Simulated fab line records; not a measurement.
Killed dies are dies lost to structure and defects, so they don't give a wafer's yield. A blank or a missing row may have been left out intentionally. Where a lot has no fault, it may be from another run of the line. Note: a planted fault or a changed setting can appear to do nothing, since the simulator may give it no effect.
A single fault, viewed from 2 desks | flow rit cmos | each desk has only its own numbers; what lay behind them comes last

## FOR THE TOOL OWNER'S DESK: furnace-03
The tool's own readings at RIT_GATE_OXIDATION_05 (target thk 3 nm, ox time 270 s): means of the sampled wafers that have a number, for each lot that ran on this tool. The brackets show how far a lot's mean lies from the usual mean; more than 4 standard deviations puts the lot out of limits, marked OUT.
Columns: A = spike tc centre C at RIT_GATE_OXIDATION_05, usual 902.5 C; B = spike tc load C at RIT_GATE_OXIDATION_05, usual 926.1 C; C = spike tc source C at RIT_GATE_OXIDATION_05, usual 922.1 C; D = tube center temp C at RIT_GATE_OXIDATION_05, usual 900.01 C; E = tube_center_temp_C_max at RIT_GATE_OXIDATION_05, usual 902.3
lot  | first seen here | A               | B               | C                | D                        | E
L789 | day 2 08:31     | 902.6           | 926.8           | 920.6            | 899.95                   | 902.2
L790 | day 2 13:03     | 901.9           | 927.0           | 920.8            | 900.11                   | 902.5
L792 | day 3 00:57     | 902.0           | 926.7           | 921.6            | 899.98                   | 902.6
L794 | day 3 09:37     | 902.2           | 927.2           | 920.7            | 899.95                   | 902.2
L795 | day 3 14:03     | 900.9           | 927.2           | 919.3            | 900.00                   | 902.1
L804 | day 5 12:33     | 902.3           | 927.1           | 919.8            | 900.01                   | 901.8
L808 | day 6 08:24     | 902.8           | 927.6           | 920.0            | 899.99                   | 902.1
L809 | day 6 12:03     | 923.2 (+21) OUT | 947.7 (+12) OUT | 940.5 (+8.8) OUT | 920.04 (+99 or more) OUT | 922.2 (+57) OUT
L810 | day 6 19:31     | 923.3 (+21) OUT | 946.0 (+11) OUT | 939.8 (+8.4) OUT | 919.97 (+99 or more) OUT | 922.0 (+56) OUT
This desk's verdict: out of limits on L809, L810, starting with L809 at day 6 12:03 (spike tc centre C at RIT_GATE_OXIDATION_05). L789, L790, L792, L794, L795, L804, L808: within limits.

## AT THE METROLOGY DESK
What the gauges read, lot by lot, whatever tool the lot ran on: means of the sampled wafers that have a number. The brackets show how far a lot's mean lies from the usual mean; more than 4 standard deviations puts the lot out of limits, marked OUT.
Columns: A = PWELL_TW at RIT_PWELL_TW_MEAS_10, usual 948; B = GATE_OXIDE_THK at RIT_GATE_THK_MEAS_07, usual 3.02 nm; C = GATE_POLY_THK at RIT_GATE_THK_MEAS_09, usual 249.8 nm
lot  | first seen here | A   | B              | C
L789 | day 1 22:55     | 948 | 3.01           | 250.3
L790 | day 2 03:32     | 952 | 2.94           | 249.9
L792 | day 2 14:59     | 949 | 3.02           | 250.7
L794 | day 3 00:16     | 946 | 3.02           | 251.4
L795 | day 3 04:34     | 944 | 2.98           | 248.8
L796 | day 3 10:37     | 948 | 3.02           | 250.9
L798 | day 3 20:22     | 948 | 3.00           | 251.8
L800 | day 4 05:49     | 943 | 2.97           | 249.8
L801 | day 4 14:29     | 948 | 3.07           | 251.3
L804 | day 5 02:00     | 950 | 3.01           | 253.4
L805 | day 5 08:08     | 947 | 3.01           | 251.6
L808 | day 5 22:31     | 949 | 3.04           | 248.4
L809 | day 6 02:25     | 955 | 3.72 (+12) OUT | 249.8
L810 | day 6 09:55     | 946 | 3.90 (+15) OUT | 247.4
This desk's finding: out of limits on L809, L810; first on L809, day 6 13:23 (GATE_OXIDE_THK at RIT_GATE_THK_MEAS_07). L789, L790, L792, L794, L795, L796, L798, L800, L801, L804, L805, L808: within limits.

## PUT TOGETHER
The tool owner's desk had the chance to raise an alarm at day 6 12:03 on L809, L810.
At day 6 13:23 the metrology desk could have sounded an alarm, on L809, L810.
Of the lots named, all ran RIT_GATE_OXIDATION_05 on furnace-03.

## WHAT WAS PUT IN BY THE SIMULATOR
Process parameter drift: furnace-03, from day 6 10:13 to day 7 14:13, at RIT_GATE_OXIDATION_05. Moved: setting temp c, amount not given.
Struck lots among those shown: L809, L810.
Delay (hours) between the fault's onset and each desk's first out-of-limits reading: 2 at the tool owner's desk, 3 at the metrology desk.
